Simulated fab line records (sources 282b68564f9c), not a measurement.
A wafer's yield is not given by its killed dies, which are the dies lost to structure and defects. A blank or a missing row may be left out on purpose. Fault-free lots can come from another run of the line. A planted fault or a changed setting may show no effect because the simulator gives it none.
Code-filled problem report in 8D (eight disciplines) form | flow rit cmos | the parts of the form that need people (team, actions taken, sign-off) are left out

1. WHAT WENT WRONG
Mean of cd nm at RIT_CONTACT_CD_MEAS_08: 962.9 nm across 6 wafers in 2 lots; on wafers with no fault it is 1000.5 nm (standard deviation 2). Measured from the usual mean, that is -19 standard deviations.
The step: target cd 1000 nm.
Seen first at day 6 14:08 on cd sem-01, wafer L279.1. The record has a number at this step for 42 wafers belonging to 14 lots. The rule behind "out" and "out of limits": a value lying over 4 standard deviations away from the usual mean. The other wafers with a number count as sound.

2. WHAT IT IS, AND WHAT IT ISN'T
question                    | is                     | is not
which readings at this step | cd nm                  | -
which lots                  | L279, L280             | L264, L265, L266, L267, L268, L271, L272, L273, L274, L275, L285, L286
which wafers of those lots  | all that have a number | -
read on which gauges        | cd sem-01              | cd sem-02
when                        | from day 6 14:08       | up to then (30 sound wafers); but 6 sound wafers of L285, L286 came after

3. WHAT RULES OUT EACH SUSPECT
Counting: a tool at any process step up to the reading remains a suspect when it ran all the lots that are out and ran no sound lot after the first of those.
- the gauge at RIT_CONTACT_CD_MEAS_08: kept. All the wafers that are out were read on cd sem-01, and no step on other tools shows them out.
- litho track-02 at RIT_CONTACT_DEVELOP_07 (develop time 120 s): kept. All lots that are out passed through it, beginning with L279 at day 6 13:00, and no sound lot followed; its final sound lot before that point was L275 at day 6 01:00.
What counting leaves: litho track-02 at RIT_CONTACT_DEVELOP_07 and cd sem-01 at RIT_CONTACT_CD_MEAS_08.

4. THE CAUSE (what the simulator had put in)
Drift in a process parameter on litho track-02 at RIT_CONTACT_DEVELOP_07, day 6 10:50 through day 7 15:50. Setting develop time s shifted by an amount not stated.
Counting left 2 suspects, and this tool is among them.

5. THE EFFECT CHAIN, in route order
One row per reading whose mean, taken over the struck wafers that have a number, lies over 3 standard deviations from the usual. Only readings for which the record gives a usual standard deviation are gone through. hours: the time from each lot's start at the first step in this table that gives one to its start at this step, as a median over the lots. sigmas: the change in usual standard deviations.
hours | step                   | reading | usual     | on struck wafers | change | sigmas
0     | RIT_CONTACT_CD_MEAS_08 | cd nm   | 1000.5 nm | 962.9            | -37.6  | -19

6. HOW IT WOULD HAVE BEEN CAUGHT EARLIER
3 hours passed between the start of the fault at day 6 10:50 and the first reading out of limits at a measuring or inspecting step in this record, taken at day 6 14:08.
Among the 2 lots that are out, L280 began RIT_CONTACT_DEVELOP_07 on litho track-02 after day 6 14:08. It would have been spared by a hold on the tool at that moment.
